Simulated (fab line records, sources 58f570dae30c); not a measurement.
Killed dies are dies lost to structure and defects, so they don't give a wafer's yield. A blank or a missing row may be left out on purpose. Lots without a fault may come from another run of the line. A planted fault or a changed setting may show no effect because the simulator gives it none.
Which tool did it? | flow berkeley_cmos170 | 13 lots, 39 wafers sampled, at 3 steps of a route of 331

WHAT THE GAUGES READ, wafer by wafer
UCB170_M1_OVL_MEAS_10. Usual: M1_OVL 0 nm, standard deviation 5.7.
lot  | measured     | on         | M1_OVL (nm) | flag
L795 | day 7 14:07  | overlay-02 | -4 -6 0     |
L796 | day 7 15:57  | overlay-01 | -5 -1 -16   |
L798 | day 8 12:33  | overlay-02 | 3 -2 0      |
L797 | day 8 12:47  | overlay-01 | -4 0 1      |
L799 | day 8 19:59  | overlay-01 | 10 10 -1    |
L800 | day 8 20:42  | overlay-02 | -3 4 -3     |
L803 | day 9 16:37  | overlay-02 | 6 6 5       |
L804 | day 9 16:41  | overlay-01 | 11 12 5     |
L813 | day 11 06:52 | overlay-02 | -11 -8 -6   |
L811 | day 11 07:47 | overlay-02 | 4 6 -1      |
L810 | day 11 08:07 | overlay-01 | 2 11 2      |
L817 | day 12 08:15 | overlay-01 | -3 -1 -4    |
L816 | day 12 08:49 | overlay-02 | -1 1 14     |

UCB170_V1_THK_MEAS_04. Usual: V1_POLISHED_THK 1000.2 nm, standard deviation 1.2.
lot  | measured     | on            | V1_POLISHED_THK (nm) | flag
L795 | day 7 16:31  | film_metro-02 | 1000.5 1001.2 1000.2 |
L796 | day 7 18:21  | film_metro-01 | 997.9 1000.0 998.9   |
L798 | day 8 14:58  | film_metro-02 | 1002.7 999.9 1000.0  |
L797 | day 8 16:17  | film_metro-01 | 1000.6 999.9 998.7   |
L799 | day 8 22:29  | film_metro-01 | 1001.2 999.6 998.2   |
L800 | day 8 23:43  | film_metro-02 | 1000.6 1000.7 998.9  |
L803 | day 9 19:41  | film_metro-03 | 1000.3 1000.3 1000.9 |
L804 | day 9 19:57  | film_metro-02 | 1002.8 1000.8 1000.0 |
L813 | day 11 09:16 | film_metro-03 | 999.8 999.5 1000.0   |
L811 | day 11 10:36 | film_metro-02 | 1000.0 1000.5 999.6  |
L810 | day 11 10:53 | film_metro-03 | 1001.8 1000.3 999.0  |
L817 | day 12 10:39 | film_metro-01 | 1002.4 1002.6 1003.5 |
L816 | day 12 11:59 | film_metro-01 | 998.8 1000.7 1000.0  |

WHICH TOOL RAN EACH LOT (tool, then ch and the chambers of the sampled wafers, then the start)
lot  | UCB170_M1_METAL_ETCH_12
L795 | rie_metal-04 ch 0,1, day 7 14:11
L796 | rie_metal-02 ch 0,1, day 7 16:02
L798 | rie_metal-04 ch 0,1, day 8 12:40
L797 | rie_metal-02 ch 0,1, day 8 12:51
L799 | rie_metal-03 ch 0,1, day 8 20:06
L800 | rie_metal-04 ch 0,1, day 8 20:47
L803 | rie_metal-03 ch 0,1, day 9 16:43
L804 | rie_metal-04 ch 0,1, day 9 16:46
L813 | rie_metal-04 ch 0,1, day 11 06:56
L811 | rie_metal-03 ch 0,1, day 11 07:52
L810 | rie_metal-04 ch 0,1, day 11 08:11
L817 | rie_metal-03 ch 0,1, day 12 08:20
L816 | rie_metal-02 ch 0, day 12 08:53
- UCB170_M1_METAL_ETCH_12: etches Al in Cl2/BCl3, stops on PSG, target depth 780 nm, time 130 s.

WHAT THE TOOLS THEMSELVES READ (means of the sampled wafers that have a number; where no wafer has one, the mark that the record gives instead)
UCB170_M1_METAL_ETCH_12. Usual: drypump_motor_current_A 5.6 A, standard deviation 0.56; oes_product_au 0.864 a.u., standard deviation 0.014; throttle_valve_pct 24.36 %, standard deviation 0.23.
lot  | tool         | drypump_motor_current_A (A) | oes_product_au (a.u.) | throttle_valve_pct (%) | flag
L795 | rie_metal-04 | 5.3                         | 0.865                 | 24.15                  |
L796 | rie_metal-02 | 5.8                         | 0.863                 | 24.42                  |
L798 | rie_metal-04 | 5.6                         | 0.875                 | 24.09                  |
L797 | rie_metal-02 | 5.8                         | 0.864                 | 24.42                  |
L799 | rie_metal-03 | 5.6                         | 0.857                 | 24.69                  |
L800 | rie_metal-04 | 5.2                         | 0.868                 | 24.15                  |
L803 | rie_metal-03 | 6.1                         | 0.863                 | 24.59                  |
L804 | rie_metal-04 | 5.6                         | 0.864                 | 24.09                  |
L813 | rie_metal-04 | 5.3                         | 0.863                 | 24.15                  |
L811 | rie_metal-03 | 5.6                         | 0.858                 | 24.68                  |
L810 | rie_metal-04 | 5.6                         | 0.864                 | 24.09                  |
L817 | rie_metal-03 | 5.6                         | 0.848                 | 24.70                  |
L816 | rie_metal-02 | 5.4                         | 0.859                 | 24.41                  |

THE ANSWER, worked out from the rows above alone
Rule: a lot is off if the mean of its wafers that have a number lies more than 3 standard deviations from the usual mean. A lot without any number at a reading at which 4 lots or more have one is off too. The other lots that the step has rows for count as sound. The gauges are gone through in route order, then the tools' own readings, and for those a lot's mean is taken as printed above. The first step at which some lot is off is used, and at that step the reading that is off furthest; a lot without a number counts as furthest.
No lot is off at any reading shown: from this, nothing can be told.

WHAT THE SIMULATOR HAD PUT IN
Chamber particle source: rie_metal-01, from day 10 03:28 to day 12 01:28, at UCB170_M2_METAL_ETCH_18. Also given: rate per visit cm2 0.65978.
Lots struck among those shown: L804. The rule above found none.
